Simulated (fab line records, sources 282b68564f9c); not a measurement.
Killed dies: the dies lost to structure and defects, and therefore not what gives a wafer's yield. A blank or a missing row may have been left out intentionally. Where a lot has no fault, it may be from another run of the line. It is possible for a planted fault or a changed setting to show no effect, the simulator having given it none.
fab line records	flow rit-cmos
record lots=13	wafers=39	last-day=7
route steps=202 shown ACTIVE@15 PRETRO@67 PLDD@123 M1@202
lots untouched by any fault: they come from a run of this same line in which no faults occurred
start-h: hours from the record's opening day to when the first of the lot's shown wafers began	wait-h: hours from the lot's prior step to this one	" the same as in the row above	L1.1+2: one row covering several wafers at once	- no value present, or no start provided	* or withheld: withheld	< > ~ a bound
route shown NAME@n: a module of which the file shows steps, and the number in the route of the first	usual: mean and standard deviation over wafers with no fault	same: alike in all rows	chamber/n: place in a boat	sites: each site's reading	_std_site: standard deviation across them	_edge_site: inner sites' mean taken away from outer sites' mean	radius-mm: how far each site lies from the wafer's centre	mask NAME#n: copy n	behind: the tool/chamber that last shaped the wafer	hold: why the lot went on hold/how many hours it stayed there/how the hold came to an end	device: transistor that didn't switch, given as n, p or np	end of line: tests run on the same wafers once the route is complete	a step without rows: its recipe alone	killed: dies that structure and defects cost at the first sort, which is not the same as the wafer's yield	map: a wafer's dies, x killed, . not, _ none there
set.NAME: the setting as run; set.NAME@STEP: as run at that earlier step	model.NAME: the simulator's own value behind a step, which no gauge read
steps of the route over a sample of lots; a table a step, a row a wafer
services: the hour from which a tool's chamber was out of use, counted from the record's first day as start-h (under 0 if before that day), plus the number of hours and why
## steps
# step RIT_ACTIVE_STRIP_14
# recipe chemistry=O2	time-s=180	resist=NOVOLAK	platen-temp-c=withheld	power-w=500	pressure-mtorr=4000	o2-flow-sccm=4000
# usual drypump-motor-current-A=5.4/0.45	o2-flow-sccm=4000/12
lot.wafer	tool	chamber	start-h	wait-h	drypump-motor-current-A	o2-flow-sccm	rf-hours-counter-h
L998.1	plasma-asher-02	0	15.36	0.1	6.2	3975	38
L998.2	"	1	"	"	5.5	3979	38
L998.4	"	1	"	"	5.5	3976	-
L999.2	plasma-asher-01	1	20.72	0.1	5.0	3988	39
L999.3	"	1	"	"	5.0	3990	-
L999.5	"	0	"	"	4.9	4000	-
L100.1	plasma-asher-02	0	26.18	0.1	6.2	3986	39
L100.4	"	1	"	"	5.5	4013	-
L100.6	"	0	"	"	6.2	3999	-
L103.2	plasma-asher-04	1	39.84	0.1	5.9	3992	38
L103.3	"	0	"	"	5.4	3994	-
L103.6	"	1	"	"	5.9	3994	-
L104.1	plasma-asher-01	0	44.97	0.1	4.9	3998	41
L104.3	"	1	"	"	4.9	4007	-
L104.6	"	1	"	"	5.0	3991	-
L106.2	plasma-asher-04	1	55.54	0.1	5.9	3992	40
L106.3	"	1	"	"	5.9	4006	-
L106.6	"	1	"	"	5.9	3992	-
L111.2	plasma-asher-04	0	79.97	0.1	5.4	4002	42
L111.3	"	0	"	"	5.4	4008	-
L111.5	"	0	"	"	5.4	3999	-
L112.2	plasma-asher-04	1	86.00	0.1	5.9	4011	43
L112.3	"	0	"	"	5.4	4007	-
L112.4	"	1	"	"	5.9	4031	-
L113.1	plasma-asher-04	1	90.80	0.1	6.0	3998	43
L113.4	"	0	"	"	5.4	4023	-
L113.5	"	1	"	"	5.9	4008	-
L114.1	plasma-asher-01	0	95.89	0.1	4.9	4022	47
L114.5	"	1	"	"	5.0	4016	-
L114.6	"	0	"	"	4.9	4020	-
L119.1	plasma-asher-01	1	120.59	0.1	5.0	4013	0
L119.2	"	0	"	"	4.9	3999	0
L119.5	"	0	"	"	4.9	4004	-
L120.1	plasma-asher-01	1	125.58	0.1	5.0	3998	1
L120.5	"	0	"	"	4.9	3999	-
L120.6	"	1	"	"	5.0	3998	-
L121.1	plasma-asher-01	1	130.78	0.1	5.0	3985	1
L121.3	"	0	"	"	4.9	4008	-
L121.5	"	1	"	"	5.0	3995	-
# step RIT_ACTIVE_CD_MEAS_90
# recipe target-cd-nm=1400
# usual cd-nm=1400.3/2.8
lot.wafer	tool	chamber	start-h	wait-h	cd-nm
L998.1	cd-sem-01	-	15.54	0.1	1404.3
L998.2	"	-	"	"	1404.4
L998.4	"	-	"	"	1402.5
L999.2	cd-sem-02	-	20.92	0.1	1399.4
L999.3	"	-	"	"	1399.6
L999.5	"	-	"	"	1399.6
L100.1	cd-sem-02	-	26.35	0.1	1400.8
L100.4	"	-	"	"	1396.6
L100.6	"	-	"	"	1399.2
L103.2	cd-sem-02	-	40.04	0.1	1400.3
L103.3	"	-	"	"	1400.6
L103.6	"	-	"	"	1400.6
L104.1	cd-sem-02	-	45.14	0.1	1395.9
L104.3	"	-	"	"	1395.6
L104.6	"	-	"	"	1397.5
L106.2	cd-sem-01	-	55.73	0.1	1404.5
L106.3	"	-	"	"	1402.7
L106.6	"	-	"	"	1402.1
L111.2	cd-sem-01	-	80.16	0.1	1397.7
L111.3	"	-	"	"	1398.1
L111.5	"	-	"	"	1398.7
L112.2	cd-sem-02	-	86.19	0.1	1401.7
L112.3	"	-	"	"	1397.9
L112.4	"	-	"	"	1399.5
L113.1	cd-sem-02	-	90.97	0.1	1400.7
L113.4	"	-	"	"	1400.9
L113.5	"	-	"	"	1399.9
L114.1	cd-sem-02	-	96.07	0.1	1402.0
L114.5	"	-	"	"	1401.4
L114.6	"	-	"	"	1400.4
L119.1	cd-sem-02	-	120.88	0.2	1398.8
L119.2	"	-	"	"	1395.7
L119.5	"	-	"	"	1397.7
L120.1	cd-sem-02	-	125.76	0.1	1400.1
L120.5	"	-	"	"	1403.1
L120.6	"	-	"	"	1398.9
L121.1	cd-sem-02	-	130.96	0.1	1403.8
L121.3	"	-	"	"	1401.8
L121.5	"	-	"	"	1401.5
# step RIT_PRETRO_EXPOSE_03
# recipe mask-id=M5	na=0.57	target-cd-nm=43700	dose-mj=250
lot.wafer	tool	chamber	start-h	wait-h	mask
L998.1+2+4	iline-stepper-02	0	33.79	0.1	M5#0
L999.2+3+5	iline-stepper-02	0	37.33	0.1	M5#0
L100.1+4+6	iline-stepper-02	0	41.96	0.1	M5#0
L103.2+3+6	iline-stepper-02	0	55.90	0.2	M5#0
L104.1+3+6	iline-stepper-02	0	60.33	0.1	M4#0
L106.2+3+6	iline-stepper-02	0	74.00	0.1	M5#0
L111.2+3+5	iline-stepper-02	0	98.24	0.2	M5#0
L112.2+3+4	iline-stepper-02	0	103.89	0.1	M5#0
L113.1+4+5	iline-stepper-02	0	110.49	0.3	M5#0
L114.1+5+6	iline-stepper-02	0	111.84	0.2	M5#0
L119.1+2+5	iline-stepper-01	0	139.13	0.4	M5#0
L120.1+5+6	iline-stepper-01	0	143.00	0.1	M5#0
L121.1+3+5	iline-stepper-02	0	148.15	0.4	M5#0
# step RIT_PRETRO_OVL_MEAS_06
# usual PRETRO_OVL=0.2/1.3
lot.wafer	tool	chamber	start-h	wait-h	PRETRO_OVL[nm]
L998.1	overlay-02	-	34.22	-	1.2
L998.2	"	-	"	"	0.5
L998.4	"	-	"	"	3.5
L999.2	overlay-02	-	37.74	-	-1.2
L999.3	"	-	"	"	-0.6
L999.5	"	-	"	"	0.2
L100.1	overlay-02	-	42.39	-	0.4
L100.4	"	-	"	"	0.8
L100.6	"	-	"	"	1.8
L103.2	overlay-02	-	56.32	-	-0.8
L103.3	"	-	"	"	-2.0
L103.6	"	-	"	"	0.3
L104.1	overlay-01	-	60.76	-	-
L104.3	"	-	"	"	-
L104.6	"	-	"	"	-
L106.2	overlay-02	-	74.41	-	1.5
L106.3	"	-	"	"	2.0
L106.6	"	-	"	"	2.7
L111.2	overlay-02	-	98.65	-	1.3
L111.3	"	-	"	"	-0.3
L111.5	"	-	"	"	0.1
L112.2	overlay-02	-	104.31	-	-0.4
L112.3	"	-	"	"	0.3
L112.4	"	-	"	"	0.3
L113.1	overlay-01	-	110.92	-	0.7
L113.4	"	-	"	"	1.0
L113.5	"	-	"	"	-0.4
L114.1	overlay-01	-	112.27	-	-1.5
L114.5	"	-	"	"	-0.9
L114.6	"	-	"	"	-1.5
L119.1	overlay-02	-	139.56	-	2.0
L119.2	"	-	"	"	2.5
L119.5	"	-	"	"	2.2
L120.1	overlay-02	-	143.43	-	1.8
L120.5	"	-	"	"	0.7
L120.6	"	-	"	"	0.6
L121.1	overlay-02	-	148.62	-	1.4
L121.3	"	-	"	"	-0.6
L121.5	"	-	"	"	0.3
# step RIT_PRETRO_TW_MEAS_10
# usual PRETRO_TW=474.5/2.4
lot.wafer	tool	chamber	start-h	wait-h	PRETRO_TW
L998.1	film-metro-01	-	34.83	0.1	471.3
L998.2	"	-	"	"	474.1
L998.4	"	-	"	"	470.5
L999.2	film-metro-04	-	38.36	0.1	475.5
L999.3	"	-	"	"	473.6
L999.5	"	-	"	"	473.5
L100.1	film-metro-04	-	43.08	0.1	472.8
L100.4	"	-	"	"	473.8
L100.6	"	-	"	"	472.9
L103.2	film-metro-02	-	56.93	0.1	469.9
L103.3	"	-	"	"	475.5
L103.6	"	-	"	"	473.6
L104.1	film-metro-04	-	61.37	0.1	30.2
L104.3	"	-	"	"	30.1
L104.6	"	-	"	"	30.2
L106.2	film-metro-02	-	75.31	0.1	475.7
L106.3	"	-	"	"	474.8
L106.6	"	-	"	"	476.5
L111.2	film-metro-01	-	99.42	0.1	471.1
L111.3	"	-	"	"	475.2
L111.5	"	-	"	"	471.5
L112.2	film-metro-04	-	104.92	0.1	472.4
L112.3	"	-	"	"	475.1
L112.4	"	-	"	"	474.0
L113.1	film-metro-04	-	111.54	0.1	471.5
L113.4	"	-	"	"	471.7
L113.5	"	-	"	"	474.4
L114.1	film-metro-02	-	113.01	0.1	471.4
L114.5	"	-	"	"	477.8
L114.6	"	-	"	"	472.6
L119.1	film-metro-02	-	140.17	0.1	473.3
L119.2	"	-	"	"	473.4
L119.5	"	-	"	"	473.2
L120.1	film-metro-04	-	144.04	0.1	478.3
L120.5	"	-	"	"	475.6
L120.6	"	-	"	"	476.5
L121.1	film-metro-04	-	149.23	0.1	478.2
L121.3	"	-	"	"	478.9
L121.5	"	-	"	"	477.3
# step RIT_PLDD_STRIP_09
# recipe chemistry=O2	time-s=180	resist=NOVOLAK	platen-temp-c=withheld	power-w=500	pressure-mtorr=4000	o2-flow-sccm=4000
# usual drypump-motor-current-A=5.6/0.55	o2-flow-sccm=3999/12
lot.wafer	tool	chamber	start-h	wait-h	drypump-motor-current-A	o2-flow-sccm	rf-hours-counter-h
L998.1	plasma-asher-03	0	47.57	0.1	6.3	4024	24
L998.2	"	1	"	"	5.8	3997	24
L998.4	"	1	"	"	5.8	3999	-
L999.2	plasma-asher-02	1	52.46	0.1	5.5	4005	42
L999.3	"	0	"	"	6.2	4002	-
L999.5	"	0	"	"	6.2	3996	-
L100.1	plasma-asher-03	1	54.84	0.1	5.8	3986	25
L100.4	"	0	"	"	6.3	3998	-
L100.6	"	1	"	"	5.8	3978	-
L103.2	plasma-asher-01	1	74.89	0.1	5.0	4002	45
L103.3	"	0	"	"	4.9	3998	-
L103.6	"	1	"	"	5.0	3996	-
L104.1	plasma-asher-01	0	77.15	0.1	4.9	3987	45
L104.3	"	1	"	"	5.0	4026	-
L104.6	"	1	"	"	5.0	4003	-
L106.2	plasma-asher-02	1	89.79	0.1	5.5	4007	46
L106.3	"	0	"	"	6.3	4004	-
L106.6	"	1	"	"	5.5	4003	-
L111.2	plasma-asher-02	1	114.12	0.1	5.5	3986	49
L111.3	"	0	"	"	6.2	3995	-
L111.5	"	1	"	"	5.5	3996	-
L112.2	plasma-asher-03	1	120.76	0.1	5.8	4010	32
L112.3	"	0	"	"	6.4	3969	-
L112.4	"	1	"	"	5.8	3991	-
L113.1	plasma-asher-03	1	124.24	0.1	5.8	4018	32
L113.4	"	0	"	"	6.3	3979	-
L113.5	"	0	"	"	6.3	3998	-
L114.1	plasma-asher-02	1	128.47	0.1	5.5	4012	50
L114.5	"	0	"	"	6.2	4005	-
L114.6	"	1	"	"	5.5	4015	-
L119.1	plasma-asher-01	1	152.68	0.1	5.0	4001	4
L119.2	"	0	"	"	5.0	3987	4
L119.5	"	0	"	"	5.0	4004	-
L120.1	plasma-asher-03	0	155.88	0.1	6.3	3996	36
L120.5	"	1	"	"	5.8	3997	-
L120.6	"	0	"	"	6.3	3992	-
L121.1	plasma-asher-01	0	163.86	0.1	5.0	3991	5
L121.3	"	0	"	"	4.9	3991	-
L121.5	"	0	"	"	5.0	3977	-
# step RIT_M1_PROBE_99
# usual killed_at_M0_to_M3=0.0/0.083	killed-at-contacts=0.0/0.18	killed-at-front-end=7/3.4	killed-dies=7/3.4	killed-on-rim=1.8/1.4	killed-open=3.4/2	killed-short=3.6/2.1
# same gross-dies=264	killed_at_M4_up=0	killed-at-back-side=0	killed-at-other=0
lot.wafer	tool	chamber	start-h	wait-h	killed_at_M0_to_M3	killed-at-contacts	killed-at-front-end	killed-dies	killed-on-rim	killed-open	killed-short
L104.1	prober-02	-	91.79	0.1	0	0	264	264	70	2	3
L104.3	prober-02	-	91.89	0.2	0	0	264	264	70	4	4
L104.6	prober-02	-	92.04	0.2	0	0	264	264	70	2	0
L113.1	prober-02	-	137.69	0.1	0	0	7	7	1	3	4
L113.4	prober-02	-	137.84	0.2	0	0	7	7	2	3	4
L113.5	prober-02	-	137.89	0.2	0	0	11	11	1	7	4
L119.1	prober-01	-	166.52	0.1	0	0	8	8	3	5	3
L119.2	prober-01	-	166.57	0.1	0	0	5	5	2	5	0
L119.5	prober-01	-	166.72	0.2	0	0	1	1	0	1	0
L120.1	prober-02	-	169.99	0.1	0	0	7	7	1	5	2
L120.5	prober-02	-	170.19	0.2	0	0	12	12	2	3	9
L120.6	prober-02	-	170.24	0.2	0	0	7	7	2	4	3
L121.1	prober-01	-	177.76	0.1	0	0	12	12	4	7	5
L121.3	prober-01	-	177.86	0.2	0	0	5	5	3	1	4
L121.5	prober-01	-	177.96	0.2	0	1	6	7	1	4	3
# killed by level:class
L104.1 PRETRO:area-expose=259 FOX2:geometric-particle:short=1 GATE:geometric-particle:open=1 GATE:geometric-particle:short=1 REOX:geometric-particle:short=1 SILICIDE:geometric-particle:open=1
L104.3 PRETRO:area-expose=256 GATE:geometric-particle:short=3 GATE:geometric-particle:open=2 FOX1:geometric-particle:short=1 FOX1:geometric-particle:open=1 REOX:geometric-particle:open=1
L104.6 PRETRO:area-expose=262 GATE:geometric-particle:open=2
L113.1 GATE:geometric-particle:short=3 GATE:geometric-particle:open=2 REOX:geometric-particle:open=1 SPACER:geometric-particle:short=1
L113.4 FOX1:geometric-particle:open=2 FOX1:geometric-particle:short=1 FOX2:geometric-particle:short=1 REOX:geometric-particle:short=1 SPACER:geometric-particle:short=1 SILICIDE:geometric-particle:open=1
L113.5 GATE:geometric-particle:open=5 GATE:geometric-particle:short=3 FOX1:geometric-particle:open=1 SPACER:geometric-particle:short=1 SPACER:geometric-particle:open=1
L119.1 REOX:geometric-particle:open=2 SILICIDE:geometric-particle:short=2 FOX1:geometric-particle:open=1 FOX2:geometric-particle:open=1 FOX2:geometric-particle:short=1 GATE:geometric-particle:open=1
L119.2 SPACER:geometric-particle:open=2 FOX1:geometric-particle:open=1 REOX:geometric-particle:open=1 SILICIDE:geometric-particle:open=1
L119.5 GATE:geometric-particle:open=1
L120.1 GATE:geometric-particle:open=2 FOX1:geometric-particle:open=1 FOX2:geometric-particle:open=1 GATE:geometric-particle:short=1 SPACER:geometric-particle:short=1 SPACER:geometric-particle:open=1
L120.5 GATE:geometric-particle:short=3 SPACER:geometric-particle:short=3 FOX2:geometric-particle:short=2 GATE:geometric-particle:open=2 SPACER:geometric-particle:open=1 SILICIDE:geometric-particle:short=1
L120.6 GATE:geometric-particle:open=3 FOX1:geometric-particle:short=1 FOX2:geometric-particle:short=1 REOX:geometric-particle:short=1 SPACER:geometric-particle:open=1
L121.1 GATE:geometric-particle:short=3 GATE:geometric-particle:open=2 REOX:geometric-particle:open=2 FOX1:geometric-particle:open=1 SPACER:geometric-particle:open=1 SPACER:geometric-particle:short=1 SILICIDE:geometric-particle:open=1 SILICIDE:geometric-particle:short=1
L121.3 GATE:geometric-particle:short=2 FOX1:geometric-particle:short=1 FOX1:geometric-particle:open=1 SILICIDE:geometric-particle:short=1
L121.5 GATE:geometric-particle:short=3 GATE:geometric-particle:open=2 FOX1:geometric-particle:open=1 CONTACT:geometric-particle:open=1
## services
tool	chamber	start-h	hours	kind
plasma-asher-04	-	10.15	1.2	repair
plasma-asher-01	-	16.35	1.0	repair
iline-stepper-02	-	38.69	1.7	pm
plasma-asher-01	-	40.16	3.9	repair
plasma-asher-04	-	46.52	3.4	repair
plasma-asher-02	-	52.80	3.8	repair
plasma-asher-04	-	59.29	5.9	repair
plasma-asher-04	-	68.83	0.6	repair
iline-stepper-01	-	75.68	17.6	repair
iline-stepper-02	-	87.65	1.0	repair
iline-stepper-01	-	99.59	12.5	repair
plasma-asher-03	-	101.48	7.2	repair
plasma-asher-01	-	108.75	9.0	pm
plasma-asher-01	0	108.75	9.0	vent-cycle
plasma-asher-01	1	108.75	9.0	vent-cycle
plasma-asher-01	0	117.75	-	clean
plasma-asher-01	1	117.75	-	clean
iline-stepper-02	-	126.92	3.2	repair
iline-stepper-02	-	135.21	9.5	repair
iline-stepper-01	-	144.74	4.4	pm
iline-stepper-01	-	149.18	1.7	pm
## key
first-sign step=RIT_PRETRO_EXPOSE_03	reading=mask	direction=changed
effect step=RIT_PRETRO_OVL_MEAS_06	reading=PRETRO_OVL	direction=missing
effect step=RIT_PRETRO_TW_MEAS_10	reading=PRETRO_TW	direction=down	sigmas=99+	usual=474.5	struck=30.2
effect step=RIT_M1_PROBE_99	reading=killed-dies	direction=up	sigmas=76	usual=7	struck=264
more-kills-born-at RIT_PRETRO_EXPOSE_03@iline-stepper-02=777
met-at RIT_PRETRO_EXPOSE_03
struck-lots L104
tester-left-out L104
not-acting-at RIT_ACTIVE_STRIP_14,RIT_ACTIVE_CD_MEAS_90,RIT_PLDD_STRIP_09
onset-between 55.90 60.33
fault kind=wrong-mask	tool=any	chamber=-	onset-h=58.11	steps=RIT_PRETRO_EXPOSE_03	aux-copy=M4#0	scope=struck-lots-only
# tester-left-out: of these lots the tester's yield and bins aren't shown, on N5 and GAA mostly nor the transistor test; their killed dies are dies lost to structure and defects alone, not to doping, threshold or leakage, so they don't give the yield
